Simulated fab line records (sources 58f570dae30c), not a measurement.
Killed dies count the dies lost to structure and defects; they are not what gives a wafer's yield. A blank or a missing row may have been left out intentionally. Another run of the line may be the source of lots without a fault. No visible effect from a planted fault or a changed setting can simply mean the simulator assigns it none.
Which tool did it? ; flow berkeley_cmos170 ; 42 wafers from 14 lots sampled at 3 of the route's 331 steps

## WHAT THE GAUGES READ, wafer by wafer
UCB170_PLDD_TW_MEAS_11.
lot;measured;on;PLDD_TW
L197;day 7 03:19;film_metro-01;1016 1016 1020
L198;day 7 03:54;film_metro-01;1021 1017 1023
L195;day 7 04:33;film_metro-01;1021 1021 1029
L200;day 7 12:58;film_metro-01;1017 1018 1019
L199;day 7 13:05;film_metro-04;1001 1009 1004
L203;day 8 10:07;film_metro-02;1004 1007 1010
L204;day 8 10:56;film_metro-02;1006 1009 1006
L202;day 8 11:13;film_metro-01;1020 1022 1016
L201;day 8 11:15;film_metro-02;1008 1006 1005
L212;day 9 21:08;film_metro-01;934 939 936
L213;day 10 01:56;film_metro-02;930 930 933
L216;day 10 19:40;film_metro-02;1012 1008 1007
L217;day 11 04:06;film_metro-04;1007 1002 1007
L218;day 11 13:22;film_metro-02;1008 1012 1006

UCB170_SDANNEAL_RS_MEAS_04: the measuring method here is four-point-probe.
lot;measured;on;PLDD_RS (ohm/sq)
L197;day 7 21:05;film_metro-02;1030 1032 1033
L198;day 7 21:55;film_metro-01;1032 1030 1032
L195;day 7 22:45;film_metro-02;1030 1030 1031
L200;day 8 05:20;film_metro-01;1035 1033 1031
L199;day 8 05:20;film_metro-02;1034 1034 1033
L203;day 9 11:23;film_metro-01;1038 1038 1036
L204;day 9 11:16;film_metro-04;1030 1035 1035
L202;day 9 11:24;film_metro-02;1028 1029 1029
L201;day 9 11:46;film_metro-04;1036 1032 1031
L212;day 10 07:33;film_metro-02;1265 1260 1263
L213;day 10 18:25;film_metro-01;1266 1261 1263
L216;day 11 08:31;film_metro-01;1033 1034 1032
L217;day 11 17:55;film_metro-01;1035 1033 1034
L218;day 12 00:30;film_metro-02;1033 1034 1034

## WHICH TOOL RAN EACH LOT (tool, then ch and the chambers of the sampled wafers, then the start)
lot;UCB170_PLDD_IMPLANT_09
L197;implanter-04 ch 0, day 7 03:04
L198;implanter-02 ch 0, day 7 03:39
L195;implanter-01 ch 0, day 7 04:10
L200;implanter-04 ch 0, day 7 12:43
L199;implanter-02 ch 0, day 7 12:50
L203;implanter-04 ch 0, day 8 09:52
L204;implanter-01 ch 0, day 8 10:43
L202;implanter-02 ch 0, day 8 10:59
L201;implanter-01 ch 0, day 8 11:02
L212;implanter-01 ch 0, day 9 20:53
L213;implanter-01 ch 0, day 10 01:42
L216;implanter-04 ch 0, day 10 19:25
L217;implanter-02 ch 0, day 11 03:51
L218;implanter-04 ch 0, day 11 13:07
- UCB170_PLDD_IMPLANT_09

## AS READ BY THE TOOLS THEMSELVES (means over the sampled wafers that have a number; for cases with no such wafer, the mark the record gives instead)
UCB170_PLDD_IMPLANT_09.
lot;tool;dose_ions_cm2;faraday_current_uA
L197;implanter-04;4.999e+13;156
L198;implanter-02;5.003e+13;160
L195;implanter-01;4.997e+13;158
L200;implanter-04;5.004e+13;162
L199;implanter-02;4.996e+13;161
L203;implanter-04;4.999e+13;161
L204;implanter-01;5.002e+13;158
L202;implanter-02;4.995e+13;155
L201;implanter-01;4.994e+13;157
L212;implanter-01;2.745e+13;88
L213;implanter-01;2.750e+13;87
L216;implanter-04;5.002e+13;159
L217;implanter-02;5.005e+13;160
L218;implanter-04;5.006e+13;159

## THE ANSWER, worked out from the rows above alone
Rule: what is usual is taken from the lots themselves. Put in order of their means at a reading, lots are off if they are a third of the lots or fewer, leave a main group of 4 or more, and stand apart from it by a gap of 3 or more times the standard deviation of the main group's means; of several such gaps the widest counts. A main group is skipped when, at the precision printed for the reading in the tables above, its means are all equal. A lot without any number at a reading at which 4 lots or more have one is off too. The other lots that the step has rows for count as sound. After the gauges, taken in route order, come the tools' own readings; for these a lot's mean is taken, as printed above. At the first step where some lot is off, the reading lying furthest off is the one used; lots without a number count as furthest.
Off: L212, L213, seen at UCB170_PLDD_TW_MEAS_11 (PLDD_TW). The main group has a mean of 1012 with a standard deviation of 6.6.
If a tool, at a process step before that reading, ran all the lots that are off and no sound lot after the first of them, it fits. The gauges at UCB170_PLDD_TW_MEAS_11 aren't tried: what is off there is off at UCB170_PLDD_IMPLANT_09 too, on other tools, and a gauge's error can't cause that. One fits: UCB170_PLDD_IMPLANT_09 on implanter-01. Its last sound lot is L201 (day 8 11:02), its first lot that is off L212 (day 9 20:53): a fault that began between those two fits.
The tool's own readings at UCB170_PLDD_IMPLANT_09 bear it out: on the lots that are off they differ by more than 5 times the standard deviation of the sound lots' means. dose_ions_cm2 reads 2.748e+13 there against 5.000e+13 on the sound lots; faraday_current_uA reads 88 there against 159 on the sound lots.

## WHAT WAS PUT IN BY THE SIMULATOR
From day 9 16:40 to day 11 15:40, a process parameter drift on implanter-01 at UCB170_PLDD_IMPLANT_09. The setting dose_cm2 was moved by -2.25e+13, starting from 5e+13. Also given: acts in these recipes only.
Shown lots that were struck: L212, L213. This agrees with what the rule above found.
